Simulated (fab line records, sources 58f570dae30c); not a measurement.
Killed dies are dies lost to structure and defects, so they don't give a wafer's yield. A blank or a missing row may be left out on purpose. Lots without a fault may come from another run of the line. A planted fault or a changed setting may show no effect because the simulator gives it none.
Chamber matching | flow berkeley_cmos170 | UCB170_GATE_ETCH_15 on rie_si-02: 4 sister chambers
The step etches poly-Si in HBr/Cl2, stops on SiO2, time 56.3 s, target depth 278.2 nm. 16 wafers are shown with their chamber, then 8 later ones without.

WAFERS WITH THEIR CHAMBER
wafer  | chamber | throttle_valve_pct (%) | oes_product_au (a.u.)
L239.1 | 2       | 26.38                  | 0.838
L239.2 | 0       | 26.20                  | 0.825
L239.4 | 3       | 26.65                  | 0.845
L244.1 | 0       | 26.20                  | 0.826
L244.4 | 1       | 26.53                  | 0.827
L244.6 | 1       | 26.53                  | 0.820
L245.1 | 1       | 26.52                  | 0.829
L245.5 | 3       | 26.64                  | 0.839
L245.6 | 2       | 26.38                  | 0.839
L246.2 | 2       | 26.38                  | 0.836
L246.4 | 1       | 26.52                  | 0.832
L246.5 | 1       | 26.54                  | 0.838
L248.1 | 2       | 26.37                  | 0.845
L248.3 | 1       | 26.53                  | 0.837
L248.5 | 2       | 26.37                  | 0.837
L254.1 | 0       | 26.20                  | 0.818

SIGNATURES (means of the wafers above)
reading            | chamber 0 | chamber 1 | chamber 2 | chamber 3 | scatter within a chamber
throttle_valve_pct | 26.2000   | 26.5283   | 26.3760   | 26.6450   | 0.00615
oes_product_au     | 0.82300   | 0.83050   | 0.83900   | 0.84200   | 0.00526
Rule: a wafer's distance from a chamber is the root of the sum, over the readings, of the square of ((its reading less the chamber's mean) divided by the reading's scatter). The wafer belongs to the nearest chamber; if the next one is less than 2 further off, it can't be placed. The scatter: the root of (the sum of the squares of (reading less its chamber's mean) over the shown wafers, divided by (wafers less chambers)).

WAFERS WITHOUT THEIR CHAMBER
wafer  | throttle_valve_pct (%) | oes_product_au (a.u.)
L254.3 | 26.53                  | 0.829
L254.4 | 26.37                  | 0.831
L255.3 | 26.65                  | 0.834
L255.4 | 26.21                  | 0.811
L255.5 | 26.53                  | 0.839
L260.3 | 26.22                  | 0.825
L260.4 | 26.66                  | 0.853
L260.6 | 26.50                  | 0.843

WHICH CHAMBER EACH WENT THROUGH
wafer  | from the rows above | in truth
L254.3 | 1                   | 1
L254.4 | 2                   | 2
L255.3 | 3                   | 3
L255.4 | 0                   | 0
L255.5 | 1                   | 1
L260.3 | 0                   | 0
L260.4 | 3                   | 3
L260.6 | 1                   | 1
Placed correctly: 8 of 8. Can't be placed from these rows: 0. Placed wrongly: 0.
